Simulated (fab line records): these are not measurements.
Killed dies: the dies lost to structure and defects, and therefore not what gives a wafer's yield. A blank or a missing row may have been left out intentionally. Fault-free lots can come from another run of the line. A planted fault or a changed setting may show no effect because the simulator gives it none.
A lot that was struck, set against a sound lot :: flow berkeley cmos170 :: 26 out of 331 route steps
Sound: wafers L347.1, L347.2, L347.4. The struck wafers were L355.2, L355.4, L355.6. The cause is given at the end.
At each step with rows: each side's tool, then ch and its chambers, then its first start. Under that, the readings that differ: sound wafers :: struck wafers :: difference of the means :: sigmas: that difference in standard deviations of wafers without a fault.
alike: same words and numbers on both sides, and readings whose means sit less than 2 such deviations apart. not compared: any withheld reading, any reading some wafer has no value for, any bound like >300 that may hide the same value, and any number with overlapping values for which the record gives no deviation.
The two part at a step that has a row with sigmas, a row that says differs or no value, or rows on one side only. Numbers that have no deviation but don't overlap get no sigmas and don't part them. Lack of a reading on every wafer of one side parts them only where that side has two or more wafers.

first, 3 steps without rows for these wafers: UCB170_PVT_EXPOSE_03 (exposes mask NWELL, target cd 3000 nm); UCB170_PVT_PEB_04; UCB170_PVT_DEVELOP_05 (develop time 45 s).
UCB170_PVT_OVL_MEAS_06:
  sound: overlay-01 at day 6 02:34; struck: overlay-02 at day 8 08:32
  alike: PVT_OVL
then, 1 step without rows for these wafers: UCB170_PVT_IMPLANT_07.
UCB170_PVT_STRIP_08: strips in O2.
  sound on plasma asher-03 ch 0,1, day 6 02:46; struck on plasma asher-03 ch 0,1, day 8 08:43
  alike: drypump motor current A, oes product au, strip time to endpoint s
  not compared: rf hours counter h
UCB170_PVT_TW_MEAS_09:
  sound: film metro-04 at day 6 02:52; struck: film metro-01 at day 8 08:49
  alike: PVT_TW
then, 1 step without rows for these wafers: UCB170_GATE_WET_ETCH_00 (etches SiO2 in dHF, time 200 s).
UCB170_FIELD_THK_MEAS_91:
  sound: film metro-03 at day 6 02:59; struck: film metro-04 at day 8 08:57
  alike: FIELD_OXIDE_LEFT_2_THK
then, 1 step without rows for these wafers: UCB170_GATE_OXIDATION_01 (target thk 6.6 nm, ox time 1800 s).
UCB170_GATE_THK_MEAS_02:
  sound: film metro-04 at day 6 06:15; struck: film metro-02 at day 8 14:18
reading: GATE_OXIDE_THK (nm)
sound: 6.51 6.36 6.44
struck: 6.74 6.67 6.70
difference: +0.27
sigmas: +2
then, 1 step without rows for these wafers: UCB170_GATE_ANNEAL_03 (time 1800 s).
UCB170_GATE_CVD_04: deposits poly-Si from SiH4, time 1440 s, target thk 214 nm.
  sound on lpcvd-01 ch 1, day 6 14:04; struck on lpcvd-02 ch 1, day 8 20:57
reading: model.poly-Si_of_GATE_CVD_04.thk nm (nm)
sound: 214.2 213.9 213.4
struck: 303.5 303.1 303.3
difference: +89.5
sigmas: 
UCB170_GATE_THK_MEAS_05:
  sound: film metro-02 at day 6 15:28; struck: film metro-02 at day 8 22:22
reading: GATE_POLY_THK (nm)
sound: 214.2 213.9 213.4
struck: 303.5 302.9 303.4
difference: +89.4
sigmas: +45
then, 6 steps without rows for these wafers: UCB170_GATE_COAT_06; UCB170_GATE_COAT_07 (resist thk 900 nm); UCB170_GATE_SOFTBAKE_08 (time 60 s); UCB170_GATE_EXPOSE_09 (exposes mask POLY, target cd 350 nm); UCB170_GATE_PEB_10; UCB170_GATE_DEVELOP_11 (develop time 45 s).
UCB170_GATE_CD_MEAS_12 targets a cd of 350 nm.
  sound: cd sem-02 at day 6 16:41; struck: cd sem-02 at day 9 00:02
  alike: cd nm
UCB170_GATE_OVL_MEAS_13:
  sound: overlay-02 at day 6 16:48; struck: overlay-02 at day 9 00:08
  alike: GATE_OVL
UCB170_GATE_ETCH_14: etches BARC in N2/H2.
  sound on rie diel-02 ch 0,1,2, day 6 16:50; struck on rie diel-02 ch 0,2, day 9 00:10
  alike: drypump motor current A, oes product au, throttle valve pct
UCB170_GATE_ETCH_15: etches poly-Si in HBr/Cl2, stops on SiO2, time 56.3 s, target depth 278.2 nm.
  sound on rie si-02 ch 0,2,3, day 6 16:53; struck on rie si-01 ch 0,1,3, day 9 00:13
reading: oes product au (a.u.)
sound: 0.826 0.819 0.843
struck: 1.007 0.990 1.000
difference: +0.170
sigmas: +15

reading: model.etch.depth nm (nm)
sound: 214.2 213.9 213.4
struck: 283.4 276.4 272.6
difference: +63.6
sigmas: 

reading: model.GATE.feature depth nm (nm)
sound: 214.2 213.9 213.5
struck: 283.4 276.4 272.6
difference: +63.6
sigmas: 
  alike: drypump motor current A, throttle valve pct
  not compared: rf hours counter h
UCB170_GATE_STRIP_16: strips in O2.
  sound on plasma asher-02 ch 0,1, day 6 16:56; struck on plasma asher-03 ch 0,1, day 9 00:16
reading: model.poly-Si_of_GATE_CVD_04.thk nm (nm)
sound: 213.8 213.5 213.1
struck: 303.1 302.7 302.9
difference: +89.4
sigmas: 
  alike: drypump motor current A, oes product au
  not compared: rf hours counter h
UCB170_GATE_CD_MEAS_90 targets a cd of 350 nm.
  sound: cd sem-02 at day 6 17:02; struck: cd sem-02 at day 9 00:23
  alike: cd nm

## WHERE THEY PART
Earliest at UCB170_GATE_THK_MEAS_02; latest, in this record, at UCB170_GATE_ETCH_15. Later steps at which nothing parts them and some readings are alike: UCB170_GATE_STRIP_16, UCB170_GATE_CD_MEAS_90.

WHY: the cause the simulator had injected
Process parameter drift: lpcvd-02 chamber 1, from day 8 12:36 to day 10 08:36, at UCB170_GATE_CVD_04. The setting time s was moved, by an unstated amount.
